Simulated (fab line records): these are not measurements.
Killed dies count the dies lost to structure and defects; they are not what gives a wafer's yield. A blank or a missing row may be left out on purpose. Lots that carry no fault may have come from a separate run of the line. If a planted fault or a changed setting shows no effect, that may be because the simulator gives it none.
fab line records -- flow berkeley_cmos170
record lots=14, wafers=42, last_day=11
route steps=331 shown SILICIDE@211
lots untouched by any fault: they come from a run of this same line in which no faults occurred
start_h: hours from the record's opening day to when the first of the lot's shown wafers began -- wait_h: hours since the lot's step before -- " unchanged from the row above -- L1.1+2: a single row standing in for several wafers -- - no value present, or no start provided -- * or withheld: withheld -- < > ~ a bound
route shown NAME@n: names a module that has steps shown in the file, with the first one's number in the route -- usual: mean/standard deviation taken from wafers without a fault -- same: alike in all rows -- chamber/n: place in a boat -- sites: per-site readings -- _std_site: their standard deviation -- _edge_site: mean of outer sites minus mean of inner sites -- radius_mm: how far each site lies from the wafer's centre -- mask NAME#n: copy n -- behind: the last tool/chamber to shape the wafer -- hold: why the lot went on hold/how many hours it stayed there/how the hold came to an end -- device: the transistor (n, p or np) that didn't switch -- end of line: tests of these same wafers at the route's end -- for a step that has no rows: nothing shown but its recipe -- killed: count of dies lost to structure and defects at first sort (not the wafer's yield) -- map: a wafer's dies, x killed, . not, _ none there
set.NAME: the setting as run; set.NAME@STEP: as run at that earlier step -- model.NAME: the simulator's own value behind a step, which no gauge read
a sample of lots followed through the steps of the route, with each step as a table and each wafer as a row
services: a tool's chamber out of use, with start hour (start_h, from the record's first day; less than 0 if before it), hours out, and reason
## steps
# step UCB170_SILICIDE_SPUTTER_01
# recipe material=Ti, target_thk_nm=30, time_s=25, power_w=1500, chamber_pressure_pa=0.5
# usual throttle_valve_pct=29.9/0.91
lot.wafer,tool,chamber,start_h,wait_h,throttle_valve_pct
L665.2,pvd_sputter-01,-,152.18,0.0,30.7
L665.5,pvd_sputter-01,-,152.18,0.0,29.8
L665.6,pvd_sputter-01,-,152.18,0.0,30.8
L663.2,pvd_sputter-03,-,152.35,0.0,29.5
L663.5,pvd_sputter-03,-,152.35,0.0,30.9
L663.6,pvd_sputter-03,-,152.35,0.0,28.1
L666.2,pvd_sputter-04,-,152.36,0.0,31.3
L666.4,pvd_sputter-04,-,152.36,0.0,29.9
L666.5,pvd_sputter-04,-,152.36,0.0,30.8
L669.4,pvd_sputter-03,-,175.52,0.0,28.2
L669.5,pvd_sputter-03,-,175.52,0.0,30.8
L669.6,pvd_sputter-03,-,175.52,0.0,28.4
L668.2,pvd_sputter-03,-,176.78,0.0,28.0
L668.5,pvd_sputter-03,-,176.78,0.0,29.7
L668.6,pvd_sputter-03,-,176.78,0.0,29.6
L674.1,pvd_sputter-03,-,196.34,0.0,30.6
L674.3,pvd_sputter-03,-,196.34,0.0,28.2
L674.6,pvd_sputter-03,-,196.34,0.0,29.5
L673.2,pvd_sputter-01,-,196.79,0.0,30.8
L673.3,pvd_sputter-01,-,196.79,0.0,29.6
L673.4,pvd_sputter-01,-,196.79,0.0,30.0
L676.2,pvd_sputter-03,-,214.87,0.0,28.0
L676.3,pvd_sputter-03,-,214.87,0.0,30.8
L676.4,pvd_sputter-03,-,214.87,0.0,29.4
L678.3,pvd_sputter-01,-,215.31,0.0,29.8
L678.4,pvd_sputter-01,-,215.31,0.0,29.1
L678.6,pvd_sputter-01,-,215.31,0.0,30.8
L679.1,pvd_sputter-03,-,226.95,0.0,28.2
L679.2,pvd_sputter-03,-,226.95,0.0,29.5
L679.5,pvd_sputter-03,-,226.95,0.0,29.4
L682.4,pvd_sputter-04,-,232.43,0.0,30.7
L682.5,pvd_sputter-04,-,232.43,0.0,30.6
L682.6,pvd_sputter-04,-,232.43,0.0,29.7
L683.4,pvd_sputter-01,-,232.91,0.0,29.4
L683.5,pvd_sputter-01,-,232.91,0.0,29.6
L683.6,pvd_sputter-01,-,232.91,0.0,30.0
L685.3,pvd_sputter-01,-,250.56,0.0,30.8
L685.5,pvd_sputter-01,-,250.56,0.0,30.0
L685.6,pvd_sputter-01,-,250.56,0.0,29.2
L684.2,pvd_sputter-04,-,250.63,0.0,29.2
L684.4,pvd_sputter-04,-,250.63,0.0,29.6
L684.5,pvd_sputter-04,-,250.63,0.0,31.5
# step UCB170_SILICIDE_RS_MEAS_02
# recipe thk_meas_gauge=four-point-probe, reads=Ti_of_SILICIDE_SPUTTER_01
# usual SILICIDE_TI_RS=26.0/0.37
lot.wafer,tool,chamber,start_h,wait_h,SILICIDE_TI_RS[ohm/sq]
L665.2,film_metro-03,-,152.23,0.0,26.4
L665.5,film_metro-03,-,152.23,0.0,26.0
L665.6,film_metro-03,-,152.23,0.0,26.2
L663.2,film_metro-04,-,152.41,0.0,25.5
L663.5,film_metro-04,-,152.41,0.0,25.4
L663.6,film_metro-04,-,152.41,0.0,25.6
L666.2,film_metro-03,-,152.41,0.0,25.9
L666.4,film_metro-03,-,152.41,0.0,26.1
L666.5,film_metro-03,-,152.41,0.0,26.0
L669.4,film_metro-03,-,175.61,0.1,26.5
L669.5,film_metro-03,-,175.61,0.1,25.9
L669.6,film_metro-03,-,175.61,0.1,26.2
L668.2,film_metro-03,-,176.83,0.0,26.2
L668.5,film_metro-03,-,176.83,0.0,25.9
L668.6,film_metro-03,-,176.83,0.0,25.9
L674.1,film_metro-04,-,196.38,0.0,25.6
L674.3,film_metro-04,-,196.38,0.0,25.8
L674.6,film_metro-04,-,196.38,0.0,25.9
L673.2,film_metro-03,-,196.85,0.0,25.6
L673.3,film_metro-03,-,196.85,0.0,25.4
L673.4,film_metro-03,-,196.85,0.0,25.8
L676.2,film_metro-04,-,214.92,0.0,21.2
L676.3,film_metro-04,-,214.92,0.0,20.8
L676.4,film_metro-04,-,214.92,0.0,21.2
L678.3,film_metro-03,-,215.38,0.1,25.5
L678.4,film_metro-03,-,215.38,0.1,25.5
L678.6,film_metro-03,-,215.38,0.1,25.5
L679.1,film_metro-03,-,226.98,0.0,21.3
L679.2,film_metro-03,-,226.98,0.0,21.3
L679.5,film_metro-03,-,226.98,0.0,21.3
L682.4,film_metro-03,-,232.52,0.1,26.8
L682.5,film_metro-03,-,232.52,0.1,26.6
L682.6,film_metro-03,-,232.52,0.1,26.6
L683.4,film_metro-01,-,233.00,0.1,25.6
L683.5,film_metro-01,-,233.00,0.1,25.8
L683.6,film_metro-01,-,233.00,0.1,25.5
L685.3,film_metro-03,-,250.63,0.1,25.6
L685.5,film_metro-03,-,250.63,0.1,25.5
L685.6,film_metro-03,-,250.63,0.1,25.8
L684.2,film_metro-01,-,250.68,0.0,26.4
L684.4,film_metro-01,-,250.68,0.0,26.2
L684.5,film_metro-01,-,250.68,0.0,26.3
# step UCB170_SILICIDE_THK_MEAS_03
# recipe thk_meas_gauge=xrf, reads=Ti_of_SILICIDE_SPUTTER_01
# usual SILICIDE_TI_THK=29.9/0.35
lot.wafer,tool,chamber,start_h,wait_h,SILICIDE_TI_THK[nm]
L665.2,film_metro-03,-,152.34,0.1,29.5
L665.5,film_metro-03,-,152.34,0.1,29.8
L665.6,film_metro-03,-,152.34,0.1,29.7
L663.2,film_metro-04,-,152.52,0.1,30.4
L663.5,film_metro-04,-,152.52,0.1,30.4
L663.6,film_metro-04,-,152.52,0.1,30.3
L666.2,film_metro-03,-,152.52,0.1,29.9
L666.4,film_metro-03,-,152.52,0.1,29.7
L666.5,film_metro-03,-,152.52,0.1,29.8
L669.4,film_metro-03,-,175.70,0.1,29.3
L669.5,film_metro-03,-,175.70,0.1,29.9
L669.6,film_metro-03,-,175.70,0.1,29.7
L668.2,film_metro-03,-,176.94,0.1,29.7
L668.5,film_metro-03,-,176.94,0.1,30.0
L668.6,film_metro-03,-,176.94,0.1,29.9
L674.1,film_metro-04,-,196.50,0.1,30.3
L674.3,film_metro-04,-,196.50,0.1,30.1
L674.6,film_metro-04,-,196.50,0.1,30.0
L673.2,film_metro-03,-,196.96,0.1,30.3
L673.3,film_metro-03,-,196.96,0.1,30.5
L673.4,film_metro-03,-,196.96,0.1,30.0
L676.2,film_metro-04,-,215.03,0.1,35.6
L676.3,film_metro-04,-,215.03,0.1,36.1
L676.4,film_metro-04,-,215.03,0.1,35.7
L678.3,film_metro-03,-,215.48,0.1,30.3
L678.4,film_metro-03,-,215.48,0.1,30.5
L678.6,film_metro-03,-,215.48,0.1,30.3
L679.1,film_metro-03,-,227.10,0.1,35.8
L679.2,film_metro-03,-,227.10,0.1,35.7
L679.5,film_metro-03,-,227.10,0.1,35.8
L682.4,film_metro-03,-,232.61,0.1,29.3
L682.5,film_metro-03,-,232.61,0.1,29.4
L682.6,film_metro-03,-,232.61,0.1,29.5
L683.4,film_metro-01,-,233.09,0.1,30.4
L683.5,film_metro-01,-,233.09,0.1,30.3
L683.6,film_metro-01,-,233.09,0.1,30.4
L685.3,film_metro-03,-,250.73,0.1,30.5
L685.5,film_metro-03,-,250.73,0.1,30.6
L685.6,film_metro-03,-,250.73,0.1,30.4
L684.2,film_metro-01,-,250.79,0.1,29.9
L684.4,film_metro-01,-,250.79,0.1,29.7
L684.5,film_metro-01,-,250.79,0.1,29.8
## services
tool,chamber,start_h,hours,kind
pvd_sputter-03,-,132.89,2.6,repair
pvd_sputter-03,3,204.91,-,consumable_replace:kit
pvd_sputter-03,3,204.91,18.0,scheduled_down
pvd_sputter-03,3,204.91,18.0,vent_cycle
pvd_sputter-04,-,228.54,3.6,repair
## key
first_sign step=UCB170_SILICIDE_RS_MEAS_02, reading=SILICIDE_TI_RS, direction=down, sigmas=13, usual=26.0, struck=21.2
effect step=UCB170_SILICIDE_THK_MEAS_03, reading=SILICIDE_TI_THK, direction=up, sigmas=17, usual=29.9, struck=35.8
met_at UCB170_SILICIDE_SPUTTER_01
struck_lots L676,L679
tester_left_out L676,L679
onset_between 196.34 214.87
fault kind=process_parameter_drift, tool=pvd_sputter-03, chamber=-, onset_h=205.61, steps=UCB170_SILICIDE_SPUTTER_01, channel=target_thk_nm, offset=6, shape=step, end_h=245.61, acts_in=these_recipes_only, stated=30
# tester_left_out: of these lots the tester's yield and bins aren't shown, on N5 and GAA mostly nor the transistor test; their killed dies are dies lost to structure and defects alone, not to doping, threshold or leakage, so they don't give the yield
